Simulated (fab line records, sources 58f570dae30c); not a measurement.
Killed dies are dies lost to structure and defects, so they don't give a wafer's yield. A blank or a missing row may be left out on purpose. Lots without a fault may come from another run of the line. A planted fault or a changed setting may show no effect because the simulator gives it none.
Which tool did it? | flow berkeley_cmos170 | 7 lots, 21 wafers sampled, at 1 step of a route of 331

WHAT THE GAUGES READ, wafer by wafer
UCB170_START_BOW_MEAS_00.
lot  | measured    | on            | INCOMING_BOW (um)
L796 | day 1 15:00 | film_metro-01 | 8 -5 -1
L798 | day 2 01:01 | film_metro-03 | -7 0 -1
L800 | day 2 11:02 | film_metro-03 | 3 5 1
L802 | day 2 21:01 | film_metro-02 | -8 5 -8
L804 | day 3 07:00 | film_metro-01 | 7 5 -1
L810 | day 4 13:01 | film_metro-02 | -1 -3 1
L818 | day 6 05:01 | film_metro-03 | -3 0 11

WHICH TOOL RAN EACH LOT (tool, then ch and the chambers of the sampled wafers, then the start)
The record holds no process step before these readings.

THE ANSWER, worked out from the rows above alone
Rule: what is usual is taken from the lots themselves. Put in order of their means at a reading, lots are off if they are a third of the lots or fewer, leave a main group of 4 or more, and stand apart from it by a gap of 3 or more times the standard deviation of the main group's means; of several such gaps the widest counts. A main group whose means are all the same, to the digits that the tables above print for the reading, isn't used. A lot without any number at a reading at which 4 lots or more have one is off too. The other lots that the step has rows for count as sound.
No lot is off at any reading shown: from this, nothing can be told.

WHAT THE SIMULATOR HAD PUT IN
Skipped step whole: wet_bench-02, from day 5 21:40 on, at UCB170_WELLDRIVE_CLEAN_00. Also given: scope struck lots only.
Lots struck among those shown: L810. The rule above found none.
